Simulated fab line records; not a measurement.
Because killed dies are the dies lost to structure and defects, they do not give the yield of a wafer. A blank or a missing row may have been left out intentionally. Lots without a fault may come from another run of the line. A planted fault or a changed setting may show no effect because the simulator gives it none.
2 desks looking at one fault -- flow berkeley cmos170 -- only its own numbers are on each desk; what lay behind them is given at the end

== AT THE METROLOGY DESK ==
What the gauges read for every lot (on any tool): the sampled wafers with a number, averaged. Marked OUT: a lot whose mean sits more than 4 standard deviations from the usual mean, which makes it out of limits; the brackets give that distance.
Columns: A = PLDD_RS at UCB170_SDANNEAL_RS_MEAS_04, usual 1031.6 ohm/sq; B = V2_OVL at UCB170_V2_OVL_MEAS_13, usual 0 nm
lot,first seen here,A,B
L383,day 8 14:32,1028.5,0
L384,day 8 14:49,1032.0,-7
L386,day 8 15:06,1031.6,-6
L387,day 9 10:29,1033.1,-6
L389,day 9 10:35,1030.5,0
L391,day 10 07:55,1033.2,-0
L392,day 10 07:55,1033.8,7
L393,day 10 08:04,1030.1,2
L395,day 10 23:48,1032.2,-0
L397,day 11 07:25,1030.0,5
L400,day 11 20:07,1031.6,5
L398,day 11 21:12,1035.1,-2
L402,day 12 23:36,1030.5,2
L401,day 13 00:38,1031.4,4
L403,day 13 00:38,1030.9,-3
Result from this desk: across the 15 lots, nothing is out of limits.

== THE TOOL OWNER'S DESK: rie diel-01 ==
The tool's own readings at UCB170_CONTACT_ETCH_18 (etches PSG in CHF3/CF4/Ar, stops on TiSi2, target depth 840 nm, time 195 s): means of the sampled wafers that have a number, for each lot that ran on this tool. Marked OUT: a lot whose mean sits more than 4 standard deviations from the usual mean, which makes it out of limits; the brackets give that distance.
Columns: A = drypump motor current A at UCB170_CONTACT_ETCH_18, usual 5.5 A; B = oes product au at UCB170_CONTACT_ETCH_18, usual 0.895 a.u.; C = throttle valve pct at UCB170_CONTACT_ETCH_18, usual 6.92 %
lot,first seen here,A,B,C
L386,day 8 21:00,5.7,0.893,6.91
L387,day 9 14:00,5.7,0.875,6.91
L389,day 9 15:00,5.7,0.871,6.91
L392,day 10 12:00,5.7,0.872,6.91
L402,day 13 07:00,5.4,0.886,6.94
L403,day 13 11:00,5.4,0.887,6.93
Result from this desk: across the 6 lots, nothing is out of limits.

== TAKEN TOGETHER ==
Metrology desk: nothing out of limits seen.
The desk of the tool owner found nothing out of limits.

== WHAT HAD BEEN PUT IN BY THE SIMULATOR ==
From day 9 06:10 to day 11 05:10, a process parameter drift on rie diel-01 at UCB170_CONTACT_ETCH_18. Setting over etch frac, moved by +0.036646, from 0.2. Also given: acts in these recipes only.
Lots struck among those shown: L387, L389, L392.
